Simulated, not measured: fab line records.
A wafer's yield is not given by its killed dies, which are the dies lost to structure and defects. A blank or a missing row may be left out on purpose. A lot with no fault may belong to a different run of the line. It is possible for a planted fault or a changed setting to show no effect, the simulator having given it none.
2 desks looking at one fault || flow berkeleyCmos170 || what lay behind the numbers comes last; until then each desk has only its own

THE TOOL OWNER'S DESK: pecvd-04
The tool's own readings at UCB170_V1_CVD_00 (deposits SiO2 from TEOS/O2, target thk 2000 nm, time 250 s): means of the sampled wafers that have a number, for each lot that ran on this tool. Marked OUT: a lot whose mean sits more than 4 standard deviations from the usual mean, which makes it out of limits; the brackets give that distance.
Columns: A = heaterPowerW at UCB170_V1_CVD_00, usual 260 W; B = runLengthS at UCB170_V1_CVD_00, usual 277.7 s
{"lot": "L120", "first seen here": "day 7 04:43", "A": 276, "B": 277.5}
{"lot": "L125", "first seen here": "day 8 15:52", "A": 313, "B": 277.8}
{"lot": "L127", "first seen here": "day 9 06:38", "A": 289, "B": 277.7}
{"lot": "L136", "first seen here": "day 10 16:46", "A": 267, "B": "298.5 (+50) OUT"}
{"lot": "L138", "first seen here": "day 11 13:54", "A": 282, "B": "298.8 (+50) OUT"}
Finding of this desk: L136, L138 out of limits; the first was L136 at day 10 16:46, on runLengthS at UCB170_V1_CVD_00. In limits: L120, L125, L127.

METROLOGY DESK
What the gauges read, lot by lot, whatever tool the lot ran on: means of the sampled wafers that have a number. Marked OUT: a lot whose mean sits more than 4 standard deviations from the usual mean, which makes it out of limits; the brackets give that distance.
Columns: A = V1_TEOS_THK at UCB170_V1_THK_MEAS_01, usual 2001 nm; B = V1_POLISHED_THK at UCB170_V1_THK_MEAS_04, usual 1000.0 nm
{"lot": "L119", "first seen here": "day 7 04:48", "A": 2007, "B": 1000.1}
{"lot": "L120", "first seen here": "day 7 04:53", "A": 2014, "B": 1000.2}
{"lot": "L121", "first seen here": "day 7 08:44", "A": 1995, "B": 1000.4}
{"lot": "L122", "first seen here": "day 7 20:22", "A": 2018, "B": 998.4}
{"lot": "L124", "first seen here": "day 8 06:05", "A": 2014, "B": 999.3}
{"lot": "L125", "first seen here": "day 8 16:01", "A": 2009, "B": 1000.4}
{"lot": "L127", "first seen here": "day 9 06:49", "A": 2011, "B": 1000.2}
{"lot": "L128", "first seen here": "day 9 19:44", "A": 2025, "B": 1000.5}
{"lot": "L136", "first seen here": "day 10 16:55", "A": "2167 (+6.4) OUT", "B": 1000.1}
{"lot": "L138", "first seen here": "day 11 14:03", "A": "2168 (+6.4) OUT", "B": 1001.2}
{"lot": "L139", "first seen here": "day 11 14:04", "A": 2002, "B": 1002.0}
{"lot": "L140", "first seen here": "day 11 17:47", "A": 1987, "B": 1000.2}
{"lot": "L141", "first seen here": "day 11 23:41", "A": 2004, "B": 1001.1}
{"lot": "L142", "first seen here": "day 11 23:41", "A": 2005, "B": 1000.8}
This desk reports L136, L138 out of limits; the earliest was L136 at day 10 16:55 (V1_TEOS_THK at UCB170_V1_THK_MEAS_01). In limits: L119, L120, L121, L122, L124, L125, L127, L128, L139, L140, L141, L142.

BROUGHT TOGETHER
At day 10 16:46, on L136, L138, the tool owner's desk was in a position to raise an alarm.
L136, L138 would have let the metrology desk raise an alarm at day 10 16:55.
All the named lots went through UCB170_V1_CVD_00 on pecvd-04.

WHAT HAD BEEN PUT IN BY THE SIMULATOR
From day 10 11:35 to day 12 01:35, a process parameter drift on pecvd-04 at UCB170_V1_CVD_00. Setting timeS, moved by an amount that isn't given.
Lots struck among those shown: L136, L138.
Delay (hours) between the fault's onset and each desk's first out-of-limits reading: 5 at the tool owner's desk, 5 at the metrology desk.
